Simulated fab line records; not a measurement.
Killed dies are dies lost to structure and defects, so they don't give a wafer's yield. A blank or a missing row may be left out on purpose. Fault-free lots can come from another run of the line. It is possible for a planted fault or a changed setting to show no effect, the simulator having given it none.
One fault seen from 2 desks | flow berkeley-cmos170 | every desk sees just its own numbers, and what lay behind them comes last

## DESK OF THE TOOL OWNER: litho-track-02
The tool's own readings at UCB170_M3_COAT_10 (resist thk 900 nm): means of the sampled wafers that have a number, for each lot that ran on this tool. A lot is out of limits, marked OUT, if its mean lies more than 4 standard deviations from the usual mean; the brackets give that distance.
Columns: A = chill-plate-temp-C at UCB170_M3_COAT_10, usual 23.00 C; B = spin-speed-rpm at UCB170_M3_COAT_10, usual 1500.0 rpm
lot  | first seen here | A     | B
L213 | day 9 02:00     | 23.01 | 1499.4
L215 | day 9 14:00     | 23.10 | 1499.8
L214 | day 9 23:00     | 23.10 | 1338.9 (-99 or more) OUT
L218 | day 10 07:00    | 22.99 | 1340.2 (-99 or more) OUT
L231 | day 13 04:00    | 23.10 | 1500.5
L232 | day 13 09:00    | 22.92 | 1500.1
L234 | day 14 01:00    | 22.88 | 1499.3
Finding of this desk: L214, L218 out of limits; the first was L214 at day 9 23:00, on spin-speed-rpm at UCB170_M3_COAT_10. L213, L215, L231, L232, L234: within limits.

## AT THE METROLOGY DESK
What the gauges read, lot by lot, whatever tool the lot ran on: means of the sampled wafers that have a number. A lot is out of limits, marked OUT, if its mean lies more than 4 standard deviations from the usual mean; the brackets give that distance.
Columns: A = cd-nm at UCB170_M3_CD_MEAS_90, usual 700.9 nm
lot  | first seen here | A
L211 | day 8 13:03     | 701.2
L213 | day 9 04:10     | 704.5
L215 | day 9 15:53     | 700.0
L216 | day 9 20:11     | 697.7
L214 | day 10 00:44    | 703.1
L218 | day 10 09:40    | 703.9
L225 | day 11 14:58    | 704.9
L228 | day 12 16:30    | 700.0
L229 | day 12 18:38    | 704.0
L231 | day 13 05:28    | 699.8
L233 | day 13 05:55    | 701.3
L232 | day 13 10:47    | 701.9
L230 | day 13 11:23    | 701.3
L234 | day 14 02:35    | 697.8
Result from this desk: across the 14 lots, nothing is out of limits.

## TAKEN TOGETHER
An alarm could have come from the tool owner's desk at day 9 23:00, on L214, L218.
At the metrology desk, nothing out of limits was observed.
The metrology desk holds a record of L214, L218, inside its limits.
On litho-track-02, each named lot ran UCB170_M3_COAT_10.

## WHAT HAD BEEN PUT IN BY THE SIMULATOR
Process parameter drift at UCB170_M3_COAT_10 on litho-track-02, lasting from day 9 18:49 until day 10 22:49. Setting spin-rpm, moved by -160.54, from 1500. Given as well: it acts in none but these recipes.
Struck lots among those shown: L214, L218.
Time in hours from fault onset to the first out-of-limits reading at each desk: the tool owner's desk, 4.
